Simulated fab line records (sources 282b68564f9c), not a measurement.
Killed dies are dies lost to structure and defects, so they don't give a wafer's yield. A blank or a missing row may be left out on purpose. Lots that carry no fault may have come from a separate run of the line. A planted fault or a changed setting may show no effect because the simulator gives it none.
Which tool was responsible? | flow rit_cmos | Sampling: 13 lots, 39 wafers, 6 of 202 route steps

== WHAT EACH GAUGE READ, for each wafer ==
RIT_ACTIVE_BOW_MEAS_00. Usual: INCOMING_BOW typically reads 1 um, with standard deviation 6.
lot  | measured    | on            | INCOMING_BOW (um) | flag
L719 | day 1 10:00 | film_metro-04 | 3 1 -4            |
L721 | day 1 20:00 | film_metro-04 | 3 4 3             |
L725 | day 2 16:00 | film_metro-01 | -6 -8 1           |
L726 | day 2 21:00 | film_metro-01 | 5 -3 4            |
L727 | day 3 02:02 | film_metro-02 | -7 13 5           |
L728 | day 3 07:00 | film_metro-02 | 2 3 2             |
L730 | day 3 17:01 | film_metro-01 | -2 -3 -10         |
L731 | day 3 22:00 | film_metro-02 | 1 -1 0            |
L732 | day 4 03:04 | film_metro-01 | -6 -5 -3          |
L734 | day 4 13:02 | film_metro-02 | -4 3 4            |
L735 | day 4 18:00 | film_metro-01 | -2 8 4            |
L737 | day 5 04:01 | film_metro-02 | 7 7 3             |
L738 | day 5 09:04 | film_metro-04 | 3 4 -1            |

RIT_GATE_THK_MEAS_07. Usual: GATE_OXIDE_THK typically reads 3.01 nm, with standard deviation 0.068.
lot  | measured    | on            | GATE_OXIDE_THK (nm) | flag
L719 | day 2 14:20 | film_metro-02 | 2.98 2.93 3.06      |
L721 | day 3 00:14 | film_metro-03 | 2.98 2.96 2.99      |
L725 | day 3 17:31 | film_metro-03 | 2.92 2.92 2.93      |
L726 | day 3 21:14 | film_metro-03 | 3.01 2.98 3.02      |
L727 | day 4 04:10 | film_metro-03 | 3.02 3.04 3.13      |
L728 | day 4 12:49 | film_metro-04 | 2.97 3.07 3.00      |
L730 | day 4 17:26 | film_metro-04 | 3.03 3.05 2.92      |
L731 | day 5 01:52 | film_metro-02 | 3.10 3.02 3.02      |
L732 | day 5 03:58 | film_metro-04 | 2.97 2.98 2.92      |
L734 | day 5 15:58 | film_metro-02 | 2.94 3.07 3.07      |
L735 | day 5 20:03 | film_metro-03 | 2.95 2.96 2.93      |
L737 | day 6 08:34 | film_metro-04 | 3.03 3.07 3.06      |
L738 | day 6 10:42 | film_metro-04 | 2.99 2.94 2.99      |

RIT_M1_RS_MEAS_01: measurement is done with a four-point probe. Usual: M1_AL_RS typically reads 0.0729 ohm/sq, with standard deviation 0.00083.
lot  | measured    | on            | M1_AL_RS (ohm/sq)    | flag
L719 | day 3 09:31 | film_metro-02 | 0.0737 0.0724 0.0728 |
L721 | day 3 21:19 | film_metro-01 | 0.0731 0.0729 0.0733 |
L725 | day 4 13:02 | film_metro-01 | 0.0715 0.0723 0.0738 |
L726 | day 4 16:50 | film_metro-04 | 0.0747 0.0736 0.0739 |
L727 | day 5 01:39 | film_metro-04 | 0.0741 0.0729 0.0725 |
L728 | day 5 09:20 | film_metro-01 | 0.0732 0.0732 0.0731 |
L730 | day 5 14:35 | film_metro-04 | 0.0729 0.0728 0.0725 |
L731 | day 5 21:58 | film_metro-02 | 0.0711 0.0725 0.0714 |
L732 | day 6 01:55 | film_metro-04 | 0.0736 0.0733 0.0729 |
L734 | day 6 11:29 | film_metro-04 | 0.0741 0.0732 0.0739 |
L735 | day 6 17:00 | film_metro-02 | 0.0722 0.0424 0.0424 | OFF
L737 | day 7 04:46 | film_metro-02 | 0.0720 0.0727 0.0423 | OFF
L738 | day 7 06:47 | film_metro-01 | 0.0737 0.0739 0.0732 |

RIT_M1_THK_MEAS_02: measures by xrf. Usual: M1_AL_THK typically reads 401 nm, with standard deviation 6.
lot  | measured    | on            | M1_AL_THK (nm) | flag
L719 | day 3 09:38 | film_metro-02 | 399 405 405    |
L721 | day 3 21:26 | film_metro-01 | 395 396 390    |
L725 | day 4 13:09 | film_metro-01 | 402 400 391    |
L726 | day 4 16:58 | film_metro-04 | 391 396 394    |
L727 | day 5 01:45 | film_metro-04 | 391 399 399    |
L728 | day 5 09:28 | film_metro-01 | 394 397 399    |
L730 | day 5 14:42 | film_metro-04 | 398 401 400    |
L731 | day 5 22:05 | film_metro-02 | 414 406 411    |
L732 | day 6 02:00 | film_metro-04 | 396 398 398    |
L734 | day 6 11:35 | film_metro-04 | 394 397 392    |
L735 | day 6 17:07 | film_metro-02 | 412 690 690    | OFF
L737 | day 7 04:52 | film_metro-02 | 410 404 688    | OFF
L738 | day 7 06:53 | film_metro-01 | 395 392 398    |

== TOOL THAT RAN EACH LOT (tool first, then ch and the chambers of the sampled wafers, then the start) ==
lot  | RIT_PWELL_STRIP_09                  | RIT_M1_SPUTTER_00
L719 | plasma_asher-03 ch 1, day 2 00:13   | pvd_sputter-04, day 3 09:14
L721 | plasma_asher-02 ch 0,1, day 2 10:20 | pvd_sputter-04, day 3 21:02
L725 | plasma_asher-02 ch 0,1, day 3 05:56 | pvd_sputter-04, day 4 12:44
L726 | plasma_asher-04 ch 1, day 3 10:29   | pvd_sputter-01, day 4 16:33
L727 | plasma_asher-02 ch 0,1, day 3 16:43 | pvd_sputter-04, day 5 01:19
L728 | plasma_asher-03 ch 0,1, day 4 00:50 | pvd_sputter-01, day 5 09:03
L730 | plasma_asher-02 ch 1, day 4 06:32   | pvd_sputter-02, day 5 14:17
L731 | plasma_asher-03 ch 0,1, day 4 12:10 | pvd_sputter-04, day 5 21:40
L732 | plasma_asher-03 ch 0,1, day 4 17:02 | pvd_sputter-02, day 6 01:34
L734 | plasma_asher-02 ch 0,1, day 5 02:52 | pvd_sputter-01, day 6 11:09
L735 | plasma_asher-04 ch 0,1, day 5 08:05 | pvd_sputter-04, day 6 16:43
L737 | plasma_asher-04 ch 0,1, day 5 20:38 | pvd_sputter-04, day 7 04:27
L738 | plasma_asher-03 ch 0,1, day 5 23:08 | pvd_sputter-01, day 7 06:26
- RIT_PWELL_STRIP_09: strips in O2, time 180 s.
- RIT_M1_SPUTTER_00: material Al, target thk 400 nm, time 500 s.

== WHAT THE TOOLS THEMSELVES READ (means of the sampled wafers that have a number; where no wafer has one, the mark that the record gives instead) ==
RIT_PWELL_STRIP_09. Usual: drypump_motor_current_A reads 5.5 A (standard deviation 0.39).
lot  | tool            | drypump_motor_current_A (A) | flag
L719 | plasma_asher-03 | 5.4                         |
L721 | plasma_asher-02 | 5.6                         |
L725 | plasma_asher-02 | 5.9                         |
L726 | plasma_asher-04 | 6.0                         |
L727 | plasma_asher-02 | 5.6                         |
L728 | plasma_asher-03 | 5.2                         |
L730 | plasma_asher-02 | 5.2                         |
L731 | plasma_asher-03 | 5.2                         |
L732 | plasma_asher-03 | 5.2                         |
L734 | plasma_asher-02 | 5.6                         |
L735 | plasma_asher-04 | 5.5                         |
L737 | plasma_asher-04 | 5.5                         |
L738 | plasma_asher-03 | 5.3                         |

RIT_M1_SPUTTER_00. Usual: throttle_valve_pct reads 29.9 % (standard deviation 0.89).
lot  | tool           | throttle_valve_pct (%) | flag
L719 | pvd_sputter-04 | 30.7                   |
L721 | pvd_sputter-04 | 30.4                   |
L725 | pvd_sputter-04 | 29.8                   |
L726 | pvd_sputter-01 | 28.7                   |
L727 | pvd_sputter-04 | 29.8                   |
L728 | pvd_sputter-01 | 29.0                   |
L730 | pvd_sputter-02 | 29.9                   |
L731 | pvd_sputter-04 | 30.1                   |
L732 | pvd_sputter-02 | 29.6                   |
L734 | pvd_sputter-01 | 28.5                   |
L735 | pvd_sputter-04 | 30.4                   |
L737 | pvd_sputter-04 | 30.0                   |
L738 | pvd_sputter-01 | 29.1                   |

== THE ANSWER, worked out from the rows above alone ==
Rule: take the mean of a lot's wafers that have a number; if it is more than 3 standard deviations from the usual mean, the lot is off. A lot without any number at a reading at which 4 lots or more have one is off too. All remaining lots with rows at the step are treated as sound. First the gauges in route order, then the tools' own readings, where a lot's mean is used as printed above. The first step at which some lot is off is used, and at that step the reading that is off furthest; a lot without a number counts as furthest.
Off: L735, L737, at RIT_M1_RS_MEAS_01 (M1_AL_RS).
A tool fits if, at a process step before that reading, it ran every lot that is off, and no sound lot after the first of them. Those tools and the gauges at RIT_M1_RS_MEAS_01 are tried in the same way. Can't be told from this: 3 tools fit, plasma_asher-04 at RIT_PWELL_STRIP_09, pvd_sputter-04 at RIT_M1_SPUTTER_00, film_metro-02 at RIT_M1_RS_MEAS_01.

== WHAT THE SIMULATOR HAD INSERTED ==
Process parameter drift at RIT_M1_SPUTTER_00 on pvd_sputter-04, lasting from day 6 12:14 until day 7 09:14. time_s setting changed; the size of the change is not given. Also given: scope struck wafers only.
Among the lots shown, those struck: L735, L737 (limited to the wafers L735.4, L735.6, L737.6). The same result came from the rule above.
